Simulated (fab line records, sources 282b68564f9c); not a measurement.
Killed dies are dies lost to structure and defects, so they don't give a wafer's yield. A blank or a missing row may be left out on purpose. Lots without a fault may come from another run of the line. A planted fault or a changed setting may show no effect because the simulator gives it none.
A struck lot beside a sound one | flow rit_cmos | 44 steps out of a route of 202
Sound: wafers L221.1, L221.2, L221.4. Struck: wafers L232.4, L232.5, L232.6. The cause comes at the end.
At each step with rows: each side's tool, then ch and its chambers, then its first start. Under that, the readings that differ: sound wafers | struck wafers | difference of the means | sigmas: that difference in standard deviations of wafers without a fault.
alike: readings whose means differ by less than 2 such deviations, and words and numbers that are the same on both sides. not compared: withheld readings, readings that some wafer has no value for, bounds like >300 that may hide the same value, and numbers for which the record gives no deviation and whose values overlap.
The two part at a step that has a row with sigmas, a row that says differs or no value, or rows on one side only. Numbers that don't overlap but have no deviation are shown without sigmas and don't part them. A reading that every wafer of one side lacks parts them only if that side has two wafers or more.

first, 4 steps without rows for these wafers: RIT_PLDD_SOFTBAKE_02 (time 60 s); RIT_PLDD_EXPOSE_03 (exposes mask M8, target cd 40900 nm); RIT_PLDD_PEB_04; RIT_PLDD_DEVELOP_05 (develop time 50 s).
RIT_PLDD_OVL_MEAS_06:
  sound on overlay-01, day 4 02:58; struck on overlay-01, day 6 11:13
  alike: PLDD_OVL
then, 2 steps without rows for these wafers: RIT_PLDD_HARDBAKE_07 (time 60 s); RIT_PLDD_IMPLANT_08.
RIT_PLDD_STRIP_09: strips in O2, time 180 s.
  sound on plasma_asher-01 ch 0,1, day 4 03:18; struck on plasma_asher-02 ch 0,1, day 6 11:35
  alike: drypump_motor_current_A
  not compared: rf_hours_counter_h
RIT_PLDD_TW_MEAS_10:
  sound on film_metro-02, day 4 03:28; struck on film_metro-02, day 6 11:44
  alike: PLDD_TW
then, 3 steps without rows for these wafers: RIT_SPACER_CLEAN_00 (cleans in SC1, time 600 s); RIT_SPACER_CLEAN_01 (cleans in dHF, time 30 s); RIT_SPACER_CLEAN_02 (cleans in SC2, time 600 s).
RIT_SPACER_CVD_03: deposits Si3N4 from SiH2Cl2/NH3, target thk 250 nm, time 3300 s.
  sound on lpcvd-02 ch 1, day 4 03:54; struck on lpcvd-02 ch 1, day 6 12:29
  reading                                  | sound             | struck            | difference | sigmas
  nh3_flow_sccm (sccm)                     | 148.9 148.8 148.9 | 150.1 150.4 149.9 | +1.3       | +3
  model.Si3N4_of_SPACER_CVD_03.thk_nm (nm) | 253.7 252.3 253.1 | 81.33 82.67 79.92 | -171.73    |
RIT_SPACER_THK_MEAS_04:
  sound on film_metro-04, day 4 05:49; struck on film_metro-03, day 6 14:26
  reading                 | sound             | struck         | difference | sigmas
  SPACER_NITRIDE_THK (nm) | 253.4 252.2 253.0 | 81.3 82.6 79.9 | -171.6     | -82
RIT_SPACER_ETCHBACK_05: etches Si3N4 in SF6/CHF3, stops on SiO2, target depth 250 nm, time 240 s.
  sound on rie_diel-04 ch 2,3, day 4 05:53; struck on rie_diel-04 ch 0,1,3, day 6 14:28
  reading                  | sound             | struck            | difference | sigmas
  oes_product_au (a.u.)    | 0.853 0.822 0.840 | 0.422 0.439 0.431 | -0.408     | -34
  model.etch.depth_nm (nm) | 253.7 252.3 253.1 | 81.33 82.67 79.92 | -171.73    |
  alike: drypump_motor_current_A, throttle_valve_pct
  not compared: rf_hours_counter_h
then, 6 steps without rows for these wafers: RIT_NSD_HMDS_00 (prime time 60 s); RIT_NSD_COAT_01 (resist thk 1000 nm); RIT_NSD_SOFTBAKE_02 (time 57.18 s); RIT_NSD_EXPOSE_03 (exposes mask M9, target cd 40700 nm); RIT_NSD_PEB_04; RIT_NSD_DEVELOP_05 (develop time 50 s).
RIT_NSD_OVL_MEAS_06:
  sound on overlay-02, day 4 06:53; struck on overlay-01, day 6 15:28
  alike: NSD_OVL
then, 2 steps without rows for these wafers: RIT_NSD_HARDBAKE_07 (time 60 s); RIT_NSD_IMPLANT_08.
RIT_NSD_STRIP_09: strips in O2, time 180 s.
  sound on plasma_asher-04 ch 0,1, day 4 07:13; struck on plasma_asher-02 ch 0,1, day 6 15:51
  alike: drypump_motor_current_A
  not compared: rf_hours_counter_h
RIT_NSD_TW_MEAS_10:
  sound on film_metro-01, day 4 07:23; struck on film_metro-01, day 6 16:00
  alike: NSD_TW
then, 6 steps without rows for these wafers: RIT_PSD_HMDS_00 (prime time 60 s); RIT_PSD_COAT_01 (resist thk 1000 nm); RIT_PSD_SOFTBAKE_02 (time 60 s); RIT_PSD_EXPOSE_03 (exposes mask M10, target cd 40900 nm); RIT_PSD_PEB_04; RIT_PSD_DEVELOP_05 (develop time 50 s).
RIT_PSD_OVL_MEAS_06:
  sound on overlay-01, day 4 08:31; struck on overlay-01, day 6 16:54
  alike: PSD_OVL
then, 2 steps without rows for these wafers: RIT_PSD_HARDBAKE_07 (time 60 s); RIT_PSD_IMPLANT_08.
RIT_PSD_STRIP_09: strips in O2, time 180 s.
  sound on plasma_asher-04 ch 0,1, day 4 08:59; struck on plasma_asher-02 ch 0,1, day 6 17:16
  alike: drypump_motor_current_A
  not compared: rf_hours_counter_h
RIT_PSD_TW_MEAS_10:
  sound on film_metro-04, day 4 09:10; struck on film_metro-04, day 6 17:25
  alike: PSD_TW
then, 3 steps without rows for these wafers: RIT_SDANNEAL_CLEAN_00 (cleans in SC1, time 600 s); RIT_SDANNEAL_CLEAN_01 (cleans in dHF, time 30 s); RIT_SDANNEAL_CLEAN_02 (cleans in SC2, time 600 s).
RIT_SDANNEAL_RTA_03: time 5 s.
  sound on rtp_anneal-02 ch 0, day 4 09:35; struck on rtp_anneal-01 ch 0, day 6 17:51
  alike: anneal_temp_c_max, wafer_temp_C_max
RIT_SDANNEAL_RS_MEAS_04: measures by four-point-probe.
  sound on film_metro-01, day 4 09:39; struck on film_metro-02, day 6 17:56
  alike: PSD_RS
RIT_SILICIDE_WET_ETCH_00: etches SiO2 in BOE, target depth 14 nm, time 15 s.
  sound on wet_bench-03 ch 1, day 4 10:08; struck on wet_bench-01 ch 0, day 6 18:22
  reading                                  | sound             | struck            | difference | sigmas
  model.Si3N4_of_SPACER_CVD_03.thk_nm (nm) | 195.5 197.2 197.5 | 61.83 63.71 61.34 | -134.44    |
RIT_M1_PROBE_99:
  sound on prober-02, day 4 17:16; struck on prober-01, day 7 02:22
  reading                             | sound             | struck            | difference | sigmas
  model.etest.pldd.rs_ohm_sq          | 498 486.3 483.2   | 4.327 117.9 4.351 | -446.974   |
  model.etest.nldd.rs_ohm_sq          | 372.2 369.6 368.1 | 4.291 98.91 4.305 | -334.131   |
  model.etest.pplus_sal.width_nm (nm) | 3479 3456 3470    | 3719 3703 3703    | +240       |
  model.etest.nplus_sal.width_nm (nm) | 3470 3452 3444    | 3708 3668 3699    | +236       |
  model.etest.pldd.line_ohm_um        | 153.9 151.3 148.9 | 1.303 35.36 1.317 | -138.707   |
  model.etest.pwell_pinched.rs_ohm_sq | 457.4 451.3 451   | 604.6 584.5 591.6 | +140.3     |
  model.etest.nwell_pinched.rs_ohm_sq | 343.5 333.3 336.6 | 460.9 446.6 453.7 | +115.9     |
  model.etest.nldd.line_ohm_um        | 116.5 115.3 114.9 | 1.297 29.46 1.295 | -104.883   |
  alike: killed_at_front_end, killed_dies, killed_open, killed_short

WHERE THEY PART
First at RIT_SPACER_CVD_03; last, within this record, at RIT_SPACER_ETCHBACK_05. Later steps at which nothing parts them and some readings are alike: RIT_NSD_OVL_MEAS_06, RIT_NSD_STRIP_09, RIT_NSD_TW_MEAS_10, RIT_PSD_OVL_MEAS_06, RIT_PSD_STRIP_09, RIT_PSD_TW_MEAS_10, RIT_SDANNEAL_RTA_03, RIT_SDANNEAL_RS_MEAS_04, RIT_M1_PROBE_99.

WHY: what the simulator had put in
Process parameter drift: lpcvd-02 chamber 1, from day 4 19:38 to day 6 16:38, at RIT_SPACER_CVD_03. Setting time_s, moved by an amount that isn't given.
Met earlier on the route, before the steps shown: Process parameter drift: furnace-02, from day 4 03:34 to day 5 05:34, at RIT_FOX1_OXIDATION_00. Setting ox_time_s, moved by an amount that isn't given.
